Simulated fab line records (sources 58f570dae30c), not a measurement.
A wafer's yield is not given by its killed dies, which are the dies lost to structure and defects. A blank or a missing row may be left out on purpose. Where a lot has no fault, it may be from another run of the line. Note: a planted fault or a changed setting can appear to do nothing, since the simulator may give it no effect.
Problem report, 8D (eight disciplines) form, completed by code :: flow berkeley_cmos170 :: the parts of the form that need people (team, actions taken, sign-off) are left out

== 1. WHAT WENT WRONG ==
Wafers free of any fault read 2228 (standard deviation 15) for NLDD_TW at UCB170_NLDD_TW_MEAS_11, against a mean of 2132 on 9 wafers of 3 lots. That is -6.4 standard deviations from the usual mean.
Seen first at day 8 13:29 on film_metro-03, wafer L938.4. The record has a number at this step for 45 wafers belonging to 15 lots. The rule behind "out" and "out of limits": a value lying over 4 standard deviations away from the usual mean. The rest of the wafers with a number are treated as sound.

== 2. WHAT IT IS AND WHAT IT IS NOT ==
question: which readings at this step
is: NLDD_TW
is not: -

question: which lots
is: L938, L939, L941
is not: L926, L927, L928, L929, L930, L931, L932, L933, L934, L935, L940, L947

question: which wafers of those lots
is: all that have a number
is not: -

question: read on which gauges
is: film_metro-03, film_metro-04
is not: film_metro-02

question: when
is: from day 8 13:29
is not: up to then (30 sound wafers); but 6 sound wafers of L940, L947 came after

== 3. WHAT RULES OUT EACH SUSPECT ==
Counting: any tool at a process step up to the reading is kept as a suspect provided that every lot that is out went through it and no sound lot did after the first of them.
- the gauge at UCB170_NLDD_TW_MEAS_11: ruled out. The wafers that are out were read on 2 gauges (film_metro-03, film_metro-04).
- implanter-03 at UCB170_NLDD_IMPLANT_09: kept. It ran every lot that is out, first L938 (day 8 13:17), and no sound lot after that; its last sound lot up to then is L934 (day 7 21:21). Its own readings are out on those wafers: dose_ions_cm2, faraday_current_uA.
Left after counting: implanter-03 at UCB170_NLDD_IMPLANT_09.

== 4. THE CAUSE (what the simulator had put in) ==
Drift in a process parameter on implanter-03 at UCB170_NLDD_IMPLANT_09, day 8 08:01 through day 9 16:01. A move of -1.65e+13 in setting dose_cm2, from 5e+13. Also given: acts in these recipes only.
This tool alone remained once counting was done.

== 5. THE CHAIN OF EFFECTS, in route order ==
Each row: a reading where the mean over the struck wafers with a number is more than 3 standard deviations away from the usual. Scope: only readings with a usual standard deviation given in the record; hours: median across lots of the time from each lot's start at the first step in this table that gives one to its start at this step; sigmas: change in usual standard deviations.
hours: 0
step: UCB170_NLDD_IMPLANT_09
reading: dose_ions_cm2
usual: 4.999e+13
on struck wafers: 3.353e+13
change: -1.646e+13
sigmas: -99 or more

hours: 0
step: UCB170_NLDD_IMPLANT_09
reading: faraday_current_uA
usual: 159
on struck wafers: 106
change: -53
sigmas: -15

hours: 0
step: UCB170_NLDD_TW_MEAS_11
reading: NLDD_TW
usual: 2228
on struck wafers: 2132
change: -96
sigmas: -6.4

hours: 10
step: UCB170_SDANNEAL_RS_MEAS_05
reading: NLDD_RS
usual: 616.4 ohm/sq
on struck wafers: 697.2
change: +80.8
sigmas: +58
Here are the process steps it includes:
- UCB170_NLDD_IMPLANT_09

== 6. WHAT WOULD HAVE CAUGHT IT SOONER ==
In this record the first reading out of limits at a measuring or inspecting step was taken at day 8 13:29, 5 hours after the fault began at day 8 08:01.
The tool's own readings at UCB170_NLDD_IMPLANT_09 were out on every struck wafer that the step has a row for (dose_ions_cm2, faraday_current_uA): an alarm limit on them would have fired on the first of those.
L941, L939, from the lots that are out (3), started UCB170_NLDD_IMPLANT_09 on implanter-03 later than day 8 13:29. A hold on the tool at that time would have spared those 2.
